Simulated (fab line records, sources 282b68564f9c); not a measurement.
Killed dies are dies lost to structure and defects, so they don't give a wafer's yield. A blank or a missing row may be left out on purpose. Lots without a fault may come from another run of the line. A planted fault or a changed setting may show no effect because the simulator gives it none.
Problem report in the 8D (eight disciplines) form, filled by code | flow rit_cmos | the parts of the form that need people (team, actions taken, sign-off) are left out

1. THE PROBLEM
SPACER_NITRIDE_THK at RIT_SPACER_THK_MEAS_04 reads a mean of 323.1 nm on 6 wafers of 2 lots; wafers without a fault read 249.5 nm with a standard deviation of 3. That is +25 standard deviations from the usual mean.
First seen on wafer L562.1, day 4 03:05, on film_metro-03. The record holds 42 wafers of 14 lots with a number at this step. Rule for "out", or "out of limits": more than 4 standard deviations from the usual mean. The other wafers with a number count as sound.

2. WHAT IT IS AND WHAT IT IS NOT
question                    | is                     | is not
which readings at this step | SPACER_NITRIDE_THK     | -
which lots                  | L562, L566             | L558, L559, L560, L561, L565, L571, L574, L577, L578, L579, L580, L581
which wafers of those lots  | all that have a number | -
read on which gauges        | film_metro-03          | film_metro-01, film_metro-04
when                        | from day 4 03:05       | up to then (12 sound wafers); but 24 sound wafers of L565, L571, L574, L577, L578, L579, L580, L581 came after

3. SUSPECTS, AND WHAT RULES EACH OUT
Counting: a tool at a process step up to the reading stays a suspect if it ran every lot that is out and no sound lot after the first of them.
- the gauge at RIT_SPACER_THK_MEAS_04: ruled out. All the wafers that are out were read on film_metro-03, but those of them that RIT_SPACER_CVD_03 has rows for are out there too, on other tools.
- rie_si-02 at RIT_GATE_ETCH_19 (etches poly-Si in SF6/CHF3/O2, stops on SiO2, time 165 s, target depth 312.5 nm): ruled out as a lasting fault. Sound lots L574, L578, L580 ran on it after its first lot that is out, L562 (day 3 17:32).
- lpcvd-02 at RIT_SPACER_CVD_03 (deposits Si3N4 from SiH2Cl2/NH3, target thk 250 nm, time 3300 s): ruled out as a lasting fault. Sound lots L577, L579, L581 ran on it after its first lot that is out, L562 (day 4 01:11).
Left after counting: nothing in the record.

4. THE CAUSE (what the simulator had put in)
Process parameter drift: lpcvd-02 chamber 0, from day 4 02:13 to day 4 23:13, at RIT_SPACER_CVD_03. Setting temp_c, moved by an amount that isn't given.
Counting ruled it out, wrongly: the rule takes a fault to strike every lot that its tool runs from its start on, and this one did not.

5. THE CHAIN OF EFFECTS, in route order
Each row: a reading whose mean over the struck wafers that have a number lies more than 3 standard deviations from the usual. Only readings for which the record gives a usual standard deviation are gone through. hours: the time from each lot's start at the first step in this table that gives one to its start at this step, as a median over the lots. sigmas: the change in usual standard deviations.
hours | step                   | reading             | usual      | on struck wafers | change | sigmas
0     | RIT_SPACER_CVD_03      | spike_tc_centre_C   | 812.4 C    | 828.1            | +15.7  | +13
0     | RIT_SPACER_CVD_03      | spike_tc_load_C     | 837.2 C    | 851.6            | +14.4  | +9.0
0     | RIT_SPACER_CVD_03      | spike_tc_source_C   | 831.1 C    | 848.2            | +17.1  | +8.2
0     | RIT_SPACER_CVD_03      | susceptor_temp_C    | 810.1 C    | 825.4            | +15.3  | +46
2     | RIT_SPACER_THK_MEAS_04 | SPACER_NITRIDE_THK  | 249.5 nm   | 323.1            | +73.6  | +25
2     | RIT_SPACER_ETCHBACK_05 | oes_product_au      | 0.841 a.u. | 0.985            | +0.144 | +10
13    | RIT_M1_PROBE_99        | killed_at_front_end | 7          | 251              | +244   | +74
13    | RIT_M1_PROBE_99        | killed_dies         | 7          | 251              | +244   | +74
13    | RIT_M1_PROBE_99        | killed_on_rim       | 2.2        | 68.7             | +66.5  | +47
The process steps in it:
- RIT_SPACER_CVD_03: deposits Si3N4 from SiH2Cl2/NH3, target thk 250 nm, time 3300 s.
- RIT_SPACER_ETCHBACK_05: etches Si3N4 in SF6/CHF3, stops on SiO2, target depth 250 nm, time 240 s.
- RIT_M1_PROBE_99

6. WHAT WOULD HAVE CAUGHT IT SOONER
In this record the first reading out of limits at a measuring or inspecting step was taken at day 4 03:05, 1 hour after the fault began at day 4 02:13.
The tool's own readings at RIT_SPACER_CVD_03 were out on every struck wafer that the step has a row for (spike_tc_centre_C, spike_tc_load_C, spike_tc_source_C, susceptor_temp_C): an alarm limit on them would have fired on the first of those.
